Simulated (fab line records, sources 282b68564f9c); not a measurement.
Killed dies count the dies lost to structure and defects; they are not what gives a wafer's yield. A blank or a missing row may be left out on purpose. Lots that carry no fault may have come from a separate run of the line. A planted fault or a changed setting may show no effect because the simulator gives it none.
A struck lot beside a sound one ; flow rit cmos ; 19 steps out of a route of 202
Sound: the wafers L269.1, L269.2, L269.6. Wafers struck: L274.2, L274.4, L274.6. The cause is named last.
Each step with rows lists, per side, the tool, then ch with its chambers, then its first start. Under that, the readings that differ: sound wafers ; struck wafers ; difference of the means ; sigmas: that difference in standard deviations of wafers without a fault.
alike: a reading whose means differ by less than 2 such deviations, as well as words and numbers matching on both sides. not compared: withheld readings; readings where some wafer has no value; bounds like >300 that might hide an equal value; numbers whose values overlap and for which the record gives no deviation.
Wherever a step has rows on one side only, a row that says differs or no value, or a row with sigmas, the two part there. Numbers that have no deviation but don't overlap get no sigmas and don't part them. A reading missing from all wafers of one side parts the sides only when that side holds two or more wafers.

first, 6 steps without rows for these wafers: RIT_NWELL_HMDS_00 (prime time 60 s); RIT_NWELL_COAT_01 (resist thk 1300 nm); RIT_NWELL_SOFTBAKE_02 (time 60 s); RIT_NWELL_EXPOSE_03 (exposes mask M2, target cd 43900 nm); RIT_NWELL_PEB_04; RIT_NWELL_DEVELOP_05 (develop time 68 s).
RIT_NWELL_OVL_MEAS_06:
  sound on overlay-02 at day 2 06:31; struck on overlay-01 at day 3 07:13
  alike: NWELL_OVL
then, 2 steps without rows for these wafers: RIT_NWELL_HARDBAKE_07 (time 120 s); RIT_NWELL_IMPLANT_08.
RIT_NWELL_STRIP_09: strips in O2, time 180 s.
  sound on plasma asher-01 ch 0,1, day 2 06:58; struck on plasma asher-04 ch 1, day 3 07:38
  alike: drypump motor current A
  not compared: rf hours counter h
RIT_NWELL_TW_MEAS_10:
  sound on film metro-03 at day 2 07:08; struck on film metro-02 at day 3 07:49
  alike: NWELL_TW
then, 1 step without rows for these wafers: RIT_PWELL_HMDS_00 (prime time 60 s).
RIT_PWELL_COAT_01: resist thk 1300 nm.
  sound on litho track-01 ch 0, day 2 07:20; struck on litho track-01, day 3 08:03
  no value came back on the struck wafers for chill plate temp C (C), dispense pressure kPa (kPa); on the sound wafers chill plate temp C (C) reads 23.18 23.02 23.05
then, 4 steps without rows for these wafers: RIT_PWELL_SOFTBAKE_02 (time 60 s); RIT_PWELL_EXPOSE_03 (exposes mask M3, target cd 43700 nm); RIT_PWELL_PEB_04; RIT_PWELL_DEVELOP_05 (develop time 68 s).
RIT_PWELL_OVL_MEAS_06:
  sound on overlay-02 at day 2 08:12; struck on overlay-01 at day 3 08:46
reading;sound;struck;difference;sigmas
PWELL_OVL (nm);2.5 2.7 2.8;- - -;no value on the struck wafers;
then, 1 step without rows for these wafers: RIT_PWELL_HARDBAKE_07 (time 120 s).

## WHERE THEY PART
Earliest at RIT_PWELL_COAT_01; latest, in this record, at RIT_PWELL_OVL_MEAS_06.

WHY: the cause the simulator had injected
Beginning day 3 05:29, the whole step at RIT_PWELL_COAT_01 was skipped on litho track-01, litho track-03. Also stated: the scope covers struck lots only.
